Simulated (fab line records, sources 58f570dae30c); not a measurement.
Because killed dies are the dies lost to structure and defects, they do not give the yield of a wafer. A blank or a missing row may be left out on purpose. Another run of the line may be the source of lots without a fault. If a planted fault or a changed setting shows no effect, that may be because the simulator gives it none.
A struck lot beside a sound one    flow berkeleyCmos170    16 steps out of a route of 331
Sound: wafers L664.1, L664.2, L664.5. Struck: wafers L667.1, L667.4, L667.6. Last of all comes the cause.
Per side, at each step with rows, come the tool, then ch with its chambers, and then its first start. Under that, the readings that differ: sound wafers    struck wafers    difference of the means    sigmas: that difference in standard deviations of wafers without a fault.
alike: same words and numbers on both sides, and readings whose means sit less than 2 such deviations apart. not compared: any withheld reading, any reading some wafer has no value for, any bound like >300 that may hide the same value, and any number with overlapping values for which the record gives no deviation.
The two part at a step that has a row with sigmas, a row that says differs or no value, or rows on one side only. Numbers that don't overlap but have no deviation are shown without sigmas and don't part them. Lack of a reading on every wafer of one side parts them only where that side has two or more wafers.

first, 3 steps without rows for these wafers: UCB170_PWELL_EXPOSE_10 (exposes mask PWELL, target cd 3000 nm); UCB170_PWELL_PEB_11; UCB170_PWELL_DEVELOP_12 (develop time 45 s).
UCB170_PWELL_OVL_MEAS_13:
  struck on overlay-01, day 5 12:30; sound on overlay-02, day 4 23:50
  alike: PWELL_OVL
UCB170_PWELL_ETCH_14: etches Si3N4 in CH3F/Ar/O2, stops on SiO2, target depth 242 nm, time 151 s.
  sound on rieDiel-01 ch 0,1,3, day 4 23:52; struck on rieDiel-02 ch 1,3, day 5 12:32
  alike: drypumpMotorCurrentA, oesProductAu, throttleValvePct
  not compared: rfHoursCounterH
next, for these wafers, 1 step has no rows: UCB170_PWELL_IMPLANT_15.
UCB170_PWELL_STRIP_16: strips in O2.
  sound on plasmaAsher-04 ch 0,1, day 5 00:07; struck on plasmaAsher-02 ch 0, day 5 12:47
  alike: drypumpMotorCurrentA, oesProductAu, stripTimeToEndpointS
  not compared: rfHoursCounterH
UCB170_PWELL_TW_MEAS_17:
  struck on filmMetro-02, day 5 12:53; sound on filmMetro-02, day 5 00:13
  alike: PWELL_TW
then, 4 steps without rows for these wafers: UCB170_PWELL_CLEAN_18 (cleans in SPM, time 600 s); UCB170_PWELL_WET_ETCH_19 (etches Si3N4 in H3PO4, time 14400 s); UCB170_PWELL_WET_ETCH_20 (etches SiO2 in BOE, time 22 s); UCB170_WELLDRIVE_CLEAN_00 (cleans in SPM, time 600 s).
UCB170_WELLDRIVE_OXIDATION_01: target thk 199 nm, ox time 9000 s.
  sound on furnace-04 ch 0, day 5 08:53; struck on furnace-01 ch 0, day 6 00:56
reading                                          sound              struck             difference  sigmas
model.SiO2_of_WELLDRIVE_OXIDATION_01.thkNm (nm)  202.4 204.1 202.9  125.8 126.7 130.4  -75.5       
  alike: oxTempC
UCB170_WELLDRIVE_THK_MEAS_02:
  struck on filmMetro-03, day 6 04:26; sound on filmMetro-01, day 5 12:23
reading                   sound        struck       difference  sigmas
WELLDRIVE_OXIDE_THK (nm)  202 204 203  126 127 130  -75         -18
then, 1 step without rows for these wafers: UCB170_WELLDRIVE_ANNEAL_03 (time 900 s).
-- the record jumps here: 5 days lie between the struck wafers' starts before and after (it left off in module WELLDRIVE and takes up again in module M3, whose first step shown is number 331 of the route) --
UCB170_M3_PROBE_99:
  struck on prober-01, day 11 07:23; sound on prober-02, day 10 18:47
reading                            sound                struck                difference  sigmas
model.etest.nwellPinched.rsOhmSq   1276 1272 1274       1544 1533 1541        +265        
model.etest.nwell.widthNm (nm)     2368 2370 2369       2505 2494 2514        +135        
model.etest.nwell.rsOhmSq          858.8 868 862.7      919.7 914.3 925.7     +56.7       
model.etest.fieldPMetal.vtV (V)    -60.2 -61.53 -59.19  -65.71 -66.89 -65.74  -5.81       
model.etest.fieldP.vtV (V)         -22.28 -22.1 -21.38  -24.26 -24.6 -23.75   -2.28       
model.etest.isoPplusPwell.bvV (V)  24.96 25.4 24.36     26.41 26.35 26.61     +1.55       
model.etest.vpnp.gain              11.21 10.99 11.43    13.18 13.28 13.15     +1.99       
  not compared: model.etest.pmos_0p35.swingMvDec

WHERE THEY PART
UCB170_WELLDRIVE_THK_MEAS_02 only, going by this record.

WHY: what the simulator had put in
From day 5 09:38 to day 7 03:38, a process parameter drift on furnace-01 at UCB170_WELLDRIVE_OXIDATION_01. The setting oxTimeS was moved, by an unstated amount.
